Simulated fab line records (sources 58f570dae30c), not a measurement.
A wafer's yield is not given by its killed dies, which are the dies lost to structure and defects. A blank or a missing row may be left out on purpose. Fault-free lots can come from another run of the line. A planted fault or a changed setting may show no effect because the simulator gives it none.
Lot-split experiment / flow berkeley-cmos170 / 23 wafers read across 5 lots, on a route 331 steps long

== ON THE SPLIT ==
At UCB170_ACTIVE_OXIDATION_02 (target thk 26.4 nm, ox time 1260 s), the setting temp-c was moved away from the recipe's 1000 C on 20 of the 23 wafers read, by -2.3% to -1.9%. This setting was run at the recipe's value on the other wafers.

Split to reading: the file shows no intervening step.

== THE READING ==
ACTIVE_OXIDE_THK in nanometres, read at UCB170_ACTIVE_THK_MEAS_03. On this fab line, fault-free wafers typically give 26.6 nm with a standard deviation of 0.52 nm.

wafer=L074.1; tool, chamber at the split=-, -; temp-c as run, C=976.8; against the recipe=-2.3%; ACTIVE_OXIDE_THK, nm=20.9; against lot-mates on the recipe=no lot-mate on the recipe
wafer=L074.2; tool, chamber at the split=-, -; temp-c as run, C=976.8; against the recipe=-2.3%; ACTIVE_OXIDE_THK, nm=21.3; against lot-mates on the recipe=no lot-mate on the recipe
wafer=L074.3; tool, chamber at the split=-, -; temp-c as run, C=976.8; against the recipe=-2.3%; ACTIVE_OXIDE_THK, nm=21.0; against lot-mates on the recipe=no lot-mate on the recipe
wafer=L074.4; tool, chamber at the split=-, -; temp-c as run, C=976.8; against the recipe=-2.3%; ACTIVE_OXIDE_THK, nm=21.2; against lot-mates on the recipe=no lot-mate on the recipe
wafer=L074.5; tool, chamber at the split=-, -; temp-c as run, C=976.8; against the recipe=-2.3%; ACTIVE_OXIDE_THK, nm=21.6; against lot-mates on the recipe=no lot-mate on the recipe
wafer=L076.1; tool, chamber at the split=-, -; temp-c as run, C=981.1; against the recipe=-1.9%; ACTIVE_OXIDE_THK, nm=21.7; against lot-mates on the recipe=no lot-mate on the recipe
wafer=L076.2; tool, chamber at the split=-, -; temp-c as run, C=981.1; against the recipe=-1.9%; ACTIVE_OXIDE_THK, nm=22.4; against lot-mates on the recipe=no lot-mate on the recipe
wafer=L076.3; tool, chamber at the split=-, -; temp-c as run, C=981.1; against the recipe=-1.9%; ACTIVE_OXIDE_THK, nm=22.5; against lot-mates on the recipe=no lot-mate on the recipe
wafer=L076.5; tool, chamber at the split=-, -; temp-c as run, C=981.1; against the recipe=-1.9%; ACTIVE_OXIDE_THK, nm=22.3; against lot-mates on the recipe=no lot-mate on the recipe
wafer=L076.6; tool, chamber at the split=-, -; temp-c as run, C=981.1; against the recipe=-1.9%; ACTIVE_OXIDE_THK, nm=22.9; against lot-mates on the recipe=no lot-mate on the recipe
wafer=L079.1; tool, chamber at the split=-, -; temp-c as run, C=980.7; against the recipe=-1.9%; ACTIVE_OXIDE_THK, nm=22.1; against lot-mates on the recipe=no lot-mate on the recipe
wafer=L079.2; tool, chamber at the split=-, -; temp-c as run, C=980.7; against the recipe=-1.9%; ACTIVE_OXIDE_THK, nm=22.5; against lot-mates on the recipe=no lot-mate on the recipe
wafer=L079.3; tool, chamber at the split=-, -; temp-c as run, C=980.7; against the recipe=-1.9%; ACTIVE_OXIDE_THK, nm=21.8; against lot-mates on the recipe=no lot-mate on the recipe
wafer=L079.5; tool, chamber at the split=-, -; temp-c as run, C=980.7; against the recipe=-1.9%; ACTIVE_OXIDE_THK, nm=22.2; against lot-mates on the recipe=no lot-mate on the recipe
wafer=L079.6; tool, chamber at the split=-, -; temp-c as run, C=980.7; against the recipe=-1.9%; ACTIVE_OXIDE_THK, nm=21.8; against lot-mates on the recipe=no lot-mate on the recipe
wafer=L082.2; tool, chamber at the split=-, -; temp-c as run, C=980; against the recipe=-2.0%; ACTIVE_OXIDE_THK, nm=22.6; against lot-mates on the recipe=no lot-mate on the recipe
wafer=L082.3; tool, chamber at the split=-, -; temp-c as run, C=980; against the recipe=-2.0%; ACTIVE_OXIDE_THK, nm=22.2; against lot-mates on the recipe=no lot-mate on the recipe
wafer=L082.4; tool, chamber at the split=-, -; temp-c as run, C=980; against the recipe=-2.0%; ACTIVE_OXIDE_THK, nm=22.3; against lot-mates on the recipe=no lot-mate on the recipe
wafer=L082.5; tool, chamber at the split=-, -; temp-c as run, C=980; against the recipe=-2.0%; ACTIVE_OXIDE_THK, nm=22.3; against lot-mates on the recipe=no lot-mate on the recipe
wafer=L082.6; tool, chamber at the split=-, -; temp-c as run, C=980; against the recipe=-2.0%; ACTIVE_OXIDE_THK, nm=22.4; against lot-mates on the recipe=no lot-mate on the recipe
wafer=L083.3; tool, chamber at the split=furnace-03, 0; temp-c as run, C=1000; against the recipe=recipe; ACTIVE_OXIDE_THK, nm=26.2; against lot-mates on the recipe=-
wafer=L083.5; tool, chamber at the split=furnace-03, 0; temp-c as run, C=1000; against the recipe=recipe; ACTIVE_OXIDE_THK, nm=26.1; against lot-mates on the recipe=-
wafer=L083.6; tool, chamber at the split=furnace-03, 0; temp-c as run, C=1000; against the recipe=recipe; ACTIVE_OXIDE_THK, nm=26.3; against lot-mates on the recipe=-

FIT RESULTS
A straight line over all 23 wafers: ACTIVE_OXIDE_THK changes by +2.09 nm for each +1% of temp-c; r = +0.98; the points scatter about the line by 0.33 nm.
Too few moved wafers have a lot-mate on the recipe to fit a line with each lot's own level taken away.

== THE WHOLE CHAIN: every reading that the file lists as answering this split, in the file's order ==
step=UCB170_ACTIVE_OXIDATION_02; what it does=target thk 26.4 nm, ox time 1260 s; reading=SiO2_of_ACTIVE_OXIDATION_02.thk-nm (the simulator's own value, which no gauge read); change (the file's fit)=+2.11 nm for each +1% of the setting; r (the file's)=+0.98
step=UCB170_ACTIVE_THK_MEAS_03; what it does=; reading=ACTIVE_OXIDE_THK; change (the file's fit)=+2.11 for each +1% of the setting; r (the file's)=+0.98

== THE FILE'S OWN FIT ==
ACTIVE_OXIDE_THK changes by +2.11 nm for each +1% of temp-c, r = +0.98.
